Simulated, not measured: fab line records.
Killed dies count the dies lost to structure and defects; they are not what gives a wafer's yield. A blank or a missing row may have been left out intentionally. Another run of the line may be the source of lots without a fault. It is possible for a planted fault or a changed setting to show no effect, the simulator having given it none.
fab line records ; flow berkeley-cmos170
record: lots: 7; wafers: 21; last-day: 12
route steps=331 shown ACTIVE@71 PFIELD@79
lots that met no fault: taken from a fault-free run of the same line
start-h: hours from the record's first day to the start of the lot's first wafer shown ; wait-h: hours from the lot's prior step to this one ; " as in the row above ; L1.1+2: several wafers, shown together as one row ; - no value, or no start was given ; * or withheld: withheld ; < > ~ a bound
route shown NAME@n: a module of which the file shows steps, and the number in the route of the first ; usual: mean and standard deviation over wafers with no fault ; same: alike in all rows ; chamber/n: place in a boat ; sites: each site's reading ; _std_site: their standard deviation ; _edge_site: outer sites' mean less inner sites' ; radius-mm: how far each site lies from the wafer's centre ; mask NAME#n: copy n ; behind: the last tool/chamber to shape the wafer ; hold: why the lot was held/for how many hours/how that ended ; device: whichever transistor did not switch (one of n, p or np) ; end of line: the tests these same wafers got at the end of their route ; for a step that has no rows: nothing shown but its recipe ; killed: count of dies lost to structure and defects at first sort (not the wafer's yield) ; map: shows each die of a wafer: x if killed, . if not, _ if none is there
set.NAME: the setting as run; set.NAME@STEP: as run at that earlier step ; model.NAME: the simulator's own value behind a step, which no gauge read
lots at some steps of the route; a table a step, a row a wafer
services: the hour from which a tool's chamber was out of use, counted from the record's first day as start-h (under 0 if before that day), plus the number of hours and why
== steps ==
step: UCB170_ACTIVE_PEB_11
recipe: peb-temp-c: 130; peb-time-s: withheld; resist: KrF
step: UCB170_ACTIVE_DEVELOP_12
recipe: developer: TMAH; develop-time-s: 45; resist: KrF; dev-temp-c: 21
step: UCB170_ACTIVE_CD_MEAS_13
recipe: target-cd-nm: 1200
usual: cd-nm: 1199.7/1.7
lot.wafer;tool;chamber;start-h;wait-h;cd-nm
L873.3;cd-sem-02;-;84.30;-;1196.9
L873.4;cd-sem-02;-;84.30;-;1197.4
L873.5;cd-sem-02;-;84.30;-;1197.2
L876.2;cd-sem-01;-;97.13;-;1201.5
L876.3;cd-sem-01;-;97.13;-;1202.1
L876.4;cd-sem-01;-;97.13;-;1202.7
L877.1;cd-sem-01;-;97.32;-;1199.7
L877.2;cd-sem-01;-;97.32;-;1200.2
L877.6;cd-sem-01;-;97.32;-;1199.8
L875.1;cd-sem-02;-;102.14;-;1201.7
L875.3;cd-sem-02;-;102.14;-;1201.0
L875.4;cd-sem-02;-;102.14;-;1200.3
L885.1;cd-sem-01;-;140.65;-;1198.4
L885.5;cd-sem-01;-;140.65;-;1197.4
L885.6;cd-sem-01;-;140.65;-;1198.0
L886.1;cd-sem-01;-;150.84;-;1202.7
L886.2;cd-sem-01;-;150.84;-;1202.5
L886.3;cd-sem-01;-;150.84;-;1200.8
L893.1;cd-sem-01;-;196.28;-;1199.8
L893.2;cd-sem-01;-;196.28;-;1200.1
L893.3;cd-sem-01;-;196.28;-;1201.4
step: UCB170_ACTIVE_OVL_MEAS_14
usual: ACTIVE_OVL: 2/4.7
lot.wafer;tool;chamber;start-h;wait-h;ACTIVE_OVL[nm]
L873.3;overlay-02;-;84.39;0.1;5
L873.4;overlay-02;-;84.39;0.1;5
L873.5;overlay-02;-;84.39;0.1;2
L876.2;overlay-01;-;97.23;0.1;-2
L876.3;overlay-01;-;97.23;0.1;-5
L876.4;overlay-01;-;97.23;0.1;-1
L877.1;overlay-01;-;97.44;0.1;4
L877.2;overlay-01;-;97.44;0.1;0
L877.6;overlay-01;-;97.44;0.1;-2
L875.1;overlay-02;-;102.26;0.1;12
L875.3;overlay-02;-;102.26;0.1;8
L875.4;overlay-02;-;102.26;0.1;5
L885.1;overlay-02;-;140.77;0.1;7
L885.5;overlay-02;-;140.77;0.1;3
L885.6;overlay-02;-;140.77;0.1;3
L886.1;overlay-01;-;150.96;0.1;-3
L886.2;overlay-01;-;150.96;0.1;2
L886.3;overlay-01;-;150.96;0.1;3
L893.1;overlay-01;-;196.40;0.1;2
L893.2;overlay-01;-;196.40;0.1;5
L893.3;overlay-01;-;196.40;0.1;6
step: UCB170_ACTIVE_ETCH_15
recipe: chemistry: CH3F/Ar/O2; target: Si3N4; stop-on: SiO2; CH3F_flow_sccm: 20; Ar_flow_sccm: 50; O2_flow_sccm: 7; pressure-mtorr: 50; rf-w: 450; target-depth-a: 2420; over-etch-frac: 0.1; time-s: 151
usual: CH3F_flow_sccm: 20.00/0.064; drypump-motor-current-A: 5.8/0.34; oes-product-au: 0.945/0.015; throttle-valve-pct: 8.07/0.15
lot.wafer;tool;chamber;start-h;wait-h;CH3F_flow_sccm;drypump-motor-current-A;oes-product-au;rf-hours-counter-h;throttle-valve-pct
L873.3;rie-diel-01;1;84.42;0.0;19.94;5.7;0.922;4;8.01
L873.4;rie-diel-01;3;84.42;0.0;19.94;5.6;0.945;87;7.99
L873.5;rie-diel-01;1;84.42;0.0;19.96;5.7;0.929;-;8.01
L876.2;rie-diel-01;1;97.26;0.0;19.93;5.7;0.929;4;8.00
L876.3;rie-diel-01;2;97.26;0.0;19.92;5.8;0.922;95;8.07
L876.4;rie-diel-01;0;97.26;0.0;20.04;6.0;0.954;157;8.04
L877.1;rie-diel-03;2;97.48;0.0;20.03;5.5;0.934;7;7.91
L877.2;rie-diel-03;0;97.48;0.0;20.07;5.8;0.920;2;8.34
L877.6;rie-diel-03;1;97.48;0.0;19.98;6.4;0.954;-;8.24
L875.1;rie-diel-03;3;102.30;0.0;19.98;5.3;0.967;15;7.98
L875.3;rie-diel-03;1;102.30;0.0;20.00;6.4;0.967;53;8.25
L875.4;rie-diel-03;2;102.30;0.0;19.99;5.5;0.952;7;7.92
L885.1;rie-diel-03;2;140.80;0.0;19.94;5.5;0.939;8;7.90
L885.5;rie-diel-03;0;140.80;0.0;19.98;5.8;0.928;-;8.33
L885.6;rie-diel-03;3;140.80;0.0;20.08;5.3;0.953;-;7.98
L886.1;rie-diel-02;2;151.00;0.0;20.02;5.2;0.952;147;7.83
L886.2;rie-diel-02;3;151.00;0.0;20.00;6.1;0.955;2;8.13
L886.3;rie-diel-02;0;151.00;0.0;19.97;5.8;0.928;31;7.93
L893.1;rie-diel-01;3;196.44;0.0;20.04;5.6;0.954;92;7.98
L893.2;rie-diel-01;0;196.44;0.0;20.07;6.1;0.975;2;8.07
L893.3;rie-diel-01;2;196.44;0.0;20.04;5.7;0.931;99;8.06
step: UCB170_ACTIVE_STRIP_16
recipe: chemistry: O2; power-w: 400; pressure-mtorr: 3500; platen-temp-c: withheld; o2-flow-sccm: 400; overash-fraction: 0.5
usual: drypump-motor-current-A: 5.8/0.36; oes-product-au: 0.722/0.0043; strip-time-to-endpoint-s: 17.88/0.075
lot.wafer;tool;chamber;start-h;wait-h;drypump-motor-current-A;oes-product-au;rf-hours-counter-h;strip-time-to-endpoint-s
L873.3;plasma-asher-01;0;84.55;0.1;5.5;0.719;-;17.87
L873.4;plasma-asher-01;1;84.55;0.1;5.6;0.723;-;17.86
L873.5;plasma-asher-01;1;84.55;0.1;5.7;0.721;-;17.96
L876.2;plasma-asher-01;0;97.36;0.1;5.5;0.725;39;17.81
L876.3;plasma-asher-01;1;97.36;0.1;5.6;0.722;-;17.86
L876.4;plasma-asher-01;0;97.36;0.1;5.5;0.722;-;17.91
L877.1;plasma-asher-02;1;97.58;0.1;5.6;0.724;39;17.78
L877.2;plasma-asher-02;0;97.58;0.1;5.9;0.716;39;17.84
L877.6;plasma-asher-02;1;97.58;0.1;5.6;0.720;-;17.73
L875.1;plasma-asher-01;1;102.40;0.1;5.6;0.724;40;17.84
L875.3;plasma-asher-01;1;102.40;0.1;5.6;0.719;-;17.85
L875.4;plasma-asher-01;0;102.40;0.1;5.5;0.725;-;17.82
L885.1;plasma-asher-01;1;140.90;0.1;5.6;0.723;44;17.93
L885.5;plasma-asher-01;0;140.90;0.1;5.4;0.720;-;17.92
L885.6;plasma-asher-01;1;140.90;0.1;5.6;0.721;-;17.92
L886.1;plasma-asher-02;1;151.10;0.1;5.6;0.723;4;18.02
L886.2;plasma-asher-02;0;151.10;0.1;5.9;0.717;4;17.87
L886.3;plasma-asher-02;1;151.10;0.1;5.6;0.721;-;18.04
L893.1;plasma-asher-02;0;196.54;0.1;5.9;0.723;9;17.93
L893.2;plasma-asher-02;1;196.54;0.1;5.6;0.716;9;18.04
L893.3;plasma-asher-02;0;196.54;0.1;5.9;0.725;-;18.06
step: UCB170_ACTIVE_CD_MEAS_90
recipe: target-cd-nm: 1200
usual: cd-nm: 1199.6/1.7
lot.wafer;tool;chamber;start-h;wait-h;cd-nm
L873.3;cd-sem-01;-;84.66;0.1;1196.4
L873.4;cd-sem-01;-;84.66;0.1;1197.1
L873.5;cd-sem-01;-;84.66;0.1;1196.9
L876.2;cd-sem-01;-;97.48;0.1;1201.0
L876.3;cd-sem-01;-;97.48;0.1;1202.2
L876.4;cd-sem-01;-;97.48;0.1;1202.8
L877.1;cd-sem-01;-;97.68;0.1;1199.8
L877.2;cd-sem-01;-;97.68;0.1;1200.1
L877.6;cd-sem-01;-;97.68;0.1;1199.7
L875.1;cd-sem-02;-;102.50;0.1;1201.4
L875.3;cd-sem-02;-;102.50;0.1;1200.9
L875.4;cd-sem-02;-;102.50;0.1;1200.5
L885.1;cd-sem-01;-;141.00;0.1;1199.3
L885.5;cd-sem-01;-;141.00;0.1;1197.4
L885.6;cd-sem-01;-;141.00;0.1;1198.2
L886.1;cd-sem-01;-;151.20;0.1;1203.1
L886.2;cd-sem-01;-;151.20;0.1;1201.6
L886.3;cd-sem-01;-;151.20;0.1;1200.9
L893.1;cd-sem-01;-;196.68;0.1;1199.7
L893.2;cd-sem-01;-;196.68;0.1;1200.2
L893.3;cd-sem-01;-;196.68;0.1;1201.3
step: UCB170_ACTIVE_CLEAN_17
recipe: chemistry: SPM; temp-c: 120; time-s: 600
step: UCB170_PFIELD_HMDS_00
recipe: prime-time-s: 60; prime-temp-c: 100
step: UCB170_PFIELD_COAT_01
recipe: resist: KrF; spin-rpm: 1500; resist-thk-nm: 900
step: UCB170_PFIELD_SOFTBAKE_02
recipe: resist: KrF; temp-c: 130; time-s: 60
step: UCB170_PFIELD_EXPOSE_03
recipe: mask-id: PFIELD; na: 0.5; sigma-outer: 0.6; source-shape: conventional; target-cd-nm: 1500; dose-mj: 30
step: UCB170_PFIELD_PEB_04
recipe: peb-temp-c: 130; peb-time-s: withheld; resist: KrF
usual: chill-plate-temp-C: 23.03/0.11; exhaust-pa: 44.9/0.76
lot.wafer;tool;chamber;start-h;wait-h;chill-plate-temp-C;exhaust-pa
L873.3;litho-track-02;0;85.87;0.1;22.80;44.6
L873.4;litho-track-02;0;85.87;0.1;22.78;44.2
L873.5;litho-track-02;0;85.87;0.1;22.91;44.3
L876.2;litho-track-02;-;98.45;0.2;-;-
L876.3;litho-track-02;-;98.45;0.2;-;-
L876.4;litho-track-02;-;98.45;0.2;-;-
L877.1;litho-track-02;-;99.15;0.6;-;-
L877.2;litho-track-02;-;99.15;0.6;-;-
L877.6;litho-track-02;-;99.15;0.6;-;-
L875.1;litho-track-02;-;103.63;0.2;-;-
L875.3;litho-track-02;-;103.63;0.2;-;-
L875.4;litho-track-02;-;103.63;0.2;-;-
L885.1;litho-track-01;0;142.20;0.1;23.18;44.2
L885.5;litho-track-01;0;142.20;0.1;23.09;44.5
L885.6;litho-track-01;0;142.20;0.1;22.93;45.3
L886.1;litho-track-01;0;153.36;0.8;23.03;46.2
L886.2;litho-track-01;0;153.36;0.8;22.84;46.3
L886.3;litho-track-01;0;153.36;0.8;22.73;45.8
L893.1;litho-track-01;0;197.97;0.5;23.11;45.7
L893.2;litho-track-01;0;197.97;0.5;23.32;45.3
L893.3;litho-track-01;0;197.97;0.5;22.98;45.3
step: UCB170_PFIELD_DEVELOP_05
recipe: developer: TMAH; develop-time-s: 45; resist: KrF; dev-temp-c: 21
== services ==
tool;chamber;start-h;hours;kind
rie-diel-01;-;63.52;3.0;repair
rie-diel-01;1;72.87;2.2;repair
rie-diel-02;3;94.81;4.5;repair
rie-diel-02;3;99.35;-;clean
rie-diel-02;3;99.35;13.1;scheduled-down
rie-diel-02;3;99.35;13.1;vent-cycle
rie-diel-01;3;100.38;6.8;repair
rie-diel-01;1;108.05;2.9;repair
plasma-asher-02;-;108.75;9.0;pm
plasma-asher-02;0;108.75;9.0;vent-cycle
plasma-asher-02;1;108.75;9.0;vent-cycle
plasma-asher-02;0;117.75;-;clean
plasma-asher-02;1;117.75;-;clean
plasma-asher-01;-;126.05;2.8;pm
rie-diel-03;-;132.64;1.5;repair
rie-diel-01;0;134.72;-;clean
rie-diel-01;0;134.72;16.5;scheduled-down
rie-diel-01;0;134.72;16.5;vent-cycle
plasma-asher-01;-;141.20;1.2;repair
rie-diel-02;3;165.17;2.5;repair
rie-diel-03;3;178.51;3.9;repair
rie-diel-02;2;188.44;-;clean
rie-diel-02;2;188.44;26.9;scheduled-down
rie-diel-02;-;195.16;12.4;repair
== key ==
first-sign: step: UCB170_PFIELD_PEB_04; reading: tool-record; direction: missing
effect none on later readings
met-at UCB170_PFIELD_PEB_04
struck-wafers L875.1,L875.3,L875.4,L876.2,L876.3,L876.4,L877.1,L877.2,L877.6
sort-left-out L875.1,L875.3,L875.4,L876.2,L876.3,L876.4,L877.1,L877.2,L877.6
tester-left-out L875,L876,L877
onset-between 85.87 98.45
fault: kind: skipped-step-whole; tool: litho-track-02; chamber: -; onset-h: 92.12; steps: UCB170_PFIELD_PEB_04; scope: struck-lots-only
tester-left-out: of these lots the tester's yield and bins aren't shown, on N5 and GAA mostly nor the transistor test; their killed dies are dies lost to structure and defects alone, not to doping, threshold or leakage, so they don't give the yield
sort-left-out: the simulated sort isn't trusted on such a fault, so these wafers' sort isn't shown, and their yield isn't known
